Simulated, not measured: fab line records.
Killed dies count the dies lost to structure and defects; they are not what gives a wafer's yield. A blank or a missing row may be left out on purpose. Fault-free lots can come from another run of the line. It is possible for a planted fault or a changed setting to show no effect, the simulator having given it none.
Check for tools in common || flow rit-cmos || Sampled: 14 lots, 42 wafers

== REASON IT WAS OPENED ==
RIT_PLDD_TW_MEAS_10, reading PLDD_TW: flagged on 2 of 14 lots. Fault-free wafers read 2328, with a standard deviation of 26.
Rule: a lot gets a flag if all its wafers with a number sit over 4 standard deviations from that mean, or if no wafer of it has a number. All remaining lots are regarded as sound.

{"lot": "L486", "measured": "day 2 20:55", "on": "film-metro-01", "PLDD_TW, wafer by wafer": "2306 2312 2294", "flag": ""}
{"lot": "L487", "measured": "day 3 01:02", "on": "film-metro-03", "PLDD_TW, wafer by wafer": "2353 2350 2350", "flag": ""}
{"lot": "L488", "measured": "day 3 04:54", "on": "film-metro-01", "PLDD_TW, wafer by wafer": "2294 2284 2290", "flag": ""}
{"lot": "L490", "measured": "day 3 16:20", "on": "film-metro-03", "PLDD_TW, wafer by wafer": "2348 2365 2343", "flag": ""}
{"lot": "L491", "measured": "day 4 02:10", "on": "film-metro-01", "PLDD_TW, wafer by wafer": "2294 2288 2296", "flag": ""}
{"lot": "L495", "measured": "day 4 20:38", "on": "film-metro-03", "PLDD_TW, wafer by wafer": "2723 2727 2730", "flag": "FLAGGED"}
{"lot": "L500", "measured": "day 5 18:41", "on": "film-metro-02", "PLDD_TW, wafer by wafer": "2722 2713 2692", "flag": "FLAGGED"}
{"lot": "L501", "measured": "day 6 02:40", "on": "film-metro-03", "PLDD_TW, wafer by wafer": "2359 2351 2345", "flag": ""}
{"lot": "L502", "measured": "day 6 03:53", "on": "film-metro-01", "PLDD_TW, wafer by wafer": "2301 2298 2293", "flag": ""}
{"lot": "L503", "measured": "day 6 07:58", "on": "film-metro-03", "PLDD_TW, wafer by wafer": "2354 2355 2354", "flag": ""}
{"lot": "L504", "measured": "day 6 14:29", "on": "film-metro-02", "PLDD_TW, wafer by wafer": "2343 2336 2338", "flag": ""}
{"lot": "L505", "measured": "day 6 19:08", "on": "film-metro-02", "PLDD_TW, wafer by wafer": "2338 2353 2329", "flag": ""}
{"lot": "L507", "measured": "day 7 05:13", "on": "film-metro-01", "PLDD_TW, wafer by wafer": "2301 2307 2312", "flag": ""}
{"lot": "L509", "measured": "day 7 14:51", "on": "film-metro-01", "PLDD_TW, wafer by wafer": "2313 2297 2311", "flag": ""}
On average the flagged lots' numbers are 2718, which is +390 against the usual, or +15 standard deviations.

== LOT BY LOT: THE TOOL USED ==
The record holds 1 process step before the reading, out of a route of 202 steps. Read each cell as the tool, then ch plus the chambers that the sampled wafers visited, then the start.
{"lot": "L486", "flag": "", "RIT_PLDD_IMPLANT_08": "implanter-04 ch 0, day 2 20:35"}
{"lot": "L487", "flag": "", "RIT_PLDD_IMPLANT_08": "implanter-01 ch 0, day 3 00:43"}
{"lot": "L488", "flag": "", "RIT_PLDD_IMPLANT_08": "implanter-02 ch 0, day 3 04:37"}
{"lot": "L490", "flag": "", "RIT_PLDD_IMPLANT_08": "implanter-02 ch 0, day 3 16:01"}
{"lot": "L491", "flag": "", "RIT_PLDD_IMPLANT_08": "implanter-04 ch 0, day 4 01:50"}
{"lot": "L495", "flag": "FLAGGED", "RIT_PLDD_IMPLANT_08": "implanter-04 ch 0, day 4 20:18"}
{"lot": "L500", "flag": "FLAGGED", "RIT_PLDD_IMPLANT_08": "implanter-04 ch 0, day 5 18:22"}
{"lot": "L501", "flag": "", "RIT_PLDD_IMPLANT_08": "implanter-01 ch 0, day 6 02:21"}
{"lot": "L502", "flag": "", "RIT_PLDD_IMPLANT_08": "implanter-02 ch 0, day 6 03:35"}
{"lot": "L503", "flag": "", "RIT_PLDD_IMPLANT_08": "implanter-02 ch 0, day 6 07:41"}
{"lot": "L504", "flag": "", "RIT_PLDD_IMPLANT_08": "implanter-01 ch 0, day 6 14:11"}
{"lot": "L505", "flag": "", "RIT_PLDD_IMPLANT_08": "implanter-02 ch 0, day 6 18:52"}
{"lot": "L507", "flag": "", "RIT_PLDD_IMPLANT_08": "implanter-02 ch 0, day 7 04:54"}
{"lot": "L509", "flag": "", "RIT_PLDD_IMPLANT_08": "implanter-02 ch 0, day 7 14:31"}
These steps, and what they do:
- RIT_PLDD_IMPLANT_08
- RIT_PLDD_TW_MEAS_10

== FLAGGED AGAINST TOTAL, ONE TOOL AT A TIME (gauges that did the reading follow at the end) ==
{"step": "RIT_PLDD_IMPLANT_08", "tool": "implanter-01", "lots run": 3, "flagged": 0, "share of the flagged lots": "none", "sound lots run after its first flagged lot": "-"}
{"step": "RIT_PLDD_IMPLANT_08", "tool": "implanter-02", "lots run": 7, "flagged": 0, "share of the flagged lots": "none", "sound lots run after its first flagged lot": "-"}
{"step": "RIT_PLDD_IMPLANT_08", "tool": "implanter-04", "lots run": 4, "flagged": 2, "share of the flagged lots": "all", "sound lots run after its first flagged lot": 0}
{"step": "RIT_PLDD_TW_MEAS_10", "tool": "film-metro-01", "lots run": 6, "flagged": 0, "share of the flagged lots": "none", "sound lots run after its first flagged lot": "-"}
{"step": "RIT_PLDD_TW_MEAS_10", "tool": "film-metro-02", "lots run": 3, "flagged": 1, "share of the flagged lots": "some", "sound lots run after its first flagged lot": "2 (L504,L505)"}
{"step": "RIT_PLDD_TW_MEAS_10", "tool": "film-metro-03", "lots run": 5, "flagged": 1, "share of the flagged lots": "some", "sound lots run after its first flagged lot": "2 (L501,L503)"}

== WHAT THE TABLE PERMITS ==
1 row of the table ran every flagged lot: implanter-04 at RIT_PLDD_IMPLANT_08.
- implanter-04 at RIT_PLDD_IMPLANT_08: 2 of its 4 lots flagged. It ran its last sound lot, L491, at day 4 01:50 and its first flagged lot, L495, at day 4 20:18: a fault with its onset between the two fits. Its own readings lie more than 4 standard deviations out on every wafer of the flagged lots: dose-ions-cm2, end-station-pressure-torr, faraday-current-uA.
implanter-04 at RIT_PLDD_IMPLANT_08 is the single tool remaining.

== WHAT THE SIMULATOR HAD INSERTED ==
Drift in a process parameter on implanter-04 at RIT_PLDD_IMPLANT_08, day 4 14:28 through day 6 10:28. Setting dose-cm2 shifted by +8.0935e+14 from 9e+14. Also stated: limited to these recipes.
Struck lots among those shown: L495, L500. The rule given above showed the same thing.
